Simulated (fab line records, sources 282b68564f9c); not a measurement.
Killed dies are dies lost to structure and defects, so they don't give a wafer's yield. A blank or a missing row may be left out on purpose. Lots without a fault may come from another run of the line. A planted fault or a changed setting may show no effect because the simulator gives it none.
One fault seen from 2 desks | flow rit_cmos | each desk has only its own numbers; what lay behind them comes last

THE TOOL OWNER'S DESK: pvd_sputter-03
The tool's own readings at RIT_SILICIDE_SPUTTER_01 (material Ti, target thk 30 nm, time 240 s): means of the sampled wafers that have a number, for each lot that ran on this tool. A lot is out of limits, marked OUT, if its mean lies more than 4 standard deviations from the usual mean; the brackets give that distance.
Columns: A = throttle_valve_pct at RIT_SILICIDE_SPUTTER_01, usual 30.2 %
lot  | first seen here | A
L824 | day 3 03:16     | 29.4
L826 | day 3 11:16     | 30.7
L828 | day 3 22:58     | 30.3
L837 | day 5 22:10     | 30.0
L838 | day 6 06:08     | 30.7
This desk's finding: nothing out of limits on any of the 5 lots.

THE METROLOGY DESK
What the gauges read, lot by lot, whatever tool the lot ran on: means of the sampled wafers that have a number. A lot is out of limits, marked OUT, if its mean lies more than 4 standard deviations from the usual mean; the brackets give that distance.
Columns: A = SILICIDE_TI_RS at RIT_SILICIDE_RS_MEAS_02, usual 47.8 ohm/sq; B = SILICIDE_TI_THK at RIT_SILICIDE_THK_MEAS_03, usual 29.9 nm; C = CONTACT_OVL at RIT_CONTACT_OVL_MEAS_09, usual 0.1 nm
lot  | first seen here | A    | B    | C
L824 | day 3 03:26     | 48.0 | 29.7 | 1.2
L825 | day 3 07:52     | 47.3 | 30.2 | 0.5
L826 | day 3 11:25     | 47.6 | 29.9 | -0.5
L827 | day 3 17:52     | 48.5 | 29.7 | 0.8
L828 | day 3 23:08     | 48.0 | 29.6 | 0.7
L829 | day 4 04:35     | 47.8 | 29.7 | -0.1
L837 | day 5 22:22     | 46.5 | 30.7 | -0.6
L839 | day 6 05:50     | 47.7 | 29.9 | -0.1
L838 | day 6 06:17     | 46.7 | 30.4 | 0.5
L840 | day 6 13:08     | 47.7 | 29.7 | 0.9
L842 | day 6 21:32     | 47.4 | 30.0 | 1.1
L843 | day 7 02:09     | 47.9 | 29.6 | -0.2
L845 | day 7 12:46     | 48.3 | 29.6 | -1.0
L847 | day 7 21:42     | 47.8 | 30.1 | -1.1
This desk's finding: nothing out of limits on any of the 14 lots.

PUT TOGETHER
The tool owner's desk saw nothing out of limits.
The metrology desk saw nothing out of limits.

WHAT THE SIMULATOR HAD PUT IN
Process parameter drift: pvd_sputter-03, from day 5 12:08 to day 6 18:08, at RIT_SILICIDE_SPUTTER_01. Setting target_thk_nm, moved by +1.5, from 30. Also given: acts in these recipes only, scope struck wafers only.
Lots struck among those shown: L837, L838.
